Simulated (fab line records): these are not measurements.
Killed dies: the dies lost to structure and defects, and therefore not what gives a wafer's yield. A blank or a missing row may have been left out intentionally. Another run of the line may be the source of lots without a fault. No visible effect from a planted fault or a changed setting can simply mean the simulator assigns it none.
8D (eight disciplines) problem report, filled in by code + flow berkeley-cmos170 + the parts of the form that need people (team, actions taken, sign-off) are left out

1. WHAT IS WRONG
Mean of dose-ions-cm2 at UCB170_NWELL_IMPLANT_14: 9.2073e+12 across 9 wafers in 3 lots; on wafers with no fault it is 1.0001e+13 (standard deviation 1.1e+10). That is -72 standard deviations from the usual mean.
Seen first at day 3 06:22 on implanter-03, wafer L251.1. Wafers with a number at this step in the record: 21, from 7 lots. The rule behind "out" and "out of limits": a value lying over 4 standard deviations away from the usual mean. The other wafers with a number count as sound.

2. WHAT IT IS, WHAT IT ISN'T
| question                    | is                     | is not                                                                   |
|-----------------------------|------------------------|--------------------------------------------------------------------------|
| which readings at this step | dose-ions-cm2          | -                                                                        |
| which lots                  | L251, L253, L254       | L248, L249, L260, L268                                                   |
| which wafers of those lots  | all that have a number | -                                                                        |
| read on which tools         | implanter-03           | implanter-01, implanter-02                                               |
| when                        | from day 3 06:22       | up to then (6 sound wafers); but 6 sound wafers of L260, L268 came after |

3. WHAT RULES OUT EACH SUSPECT
Counting: any tool at a process step up to the reading is kept as a suspect provided that every lot that is out went through it and no sound lot did after the first of them.
- implanter-03 at UCB170_NWELL_IMPLANT_14: ruled out as a lasting fault. Following L251 (day 3 06:22), the first lot on it that is out, the sound lots L268 were run on it.
Left after counting: nothing in the record.

4. THE CAUSE (what the simulator had put in)
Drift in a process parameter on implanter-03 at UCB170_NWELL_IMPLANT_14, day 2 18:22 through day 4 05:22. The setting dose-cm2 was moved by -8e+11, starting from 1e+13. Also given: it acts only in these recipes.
Counting ruled it out, wrongly.

5. THE EFFECT CHAIN, in route order
Each row: a reading where the mean over the struck wafers with a number is more than 3 standard deviations away from the usual. Only readings whose record carries a usual standard deviation are examined. hours: median over the lots of the time between each lot's start at the first step of this table that gives one and its start at this step. sigmas: the change, counted in usual standard deviations.
| hours | step                    | reading            | usual      | on struck wafers | change      | sigmas |
|-------|-------------------------|--------------------|------------|------------------|-------------|--------|
| 0     | UCB170_NWELL_IMPLANT_14 | dose-ions-cm2      | 1.0001e+13 | 9.2073e+12       | -7.9367e+11 | -72    |
| 0     | UCB170_NWELL_IMPLANT_14 | faraday-current-uA | 31.7       | 29.3             | -2.4        | -3.7   |
Its process steps:
- UCB170_NWELL_IMPLANT_14

6. WHAT WOULD HAVE CAUGHT IT SOONER
In this record no reading fell out of limits until day 3 06:22, 12 hours after the fault had begun at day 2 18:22.
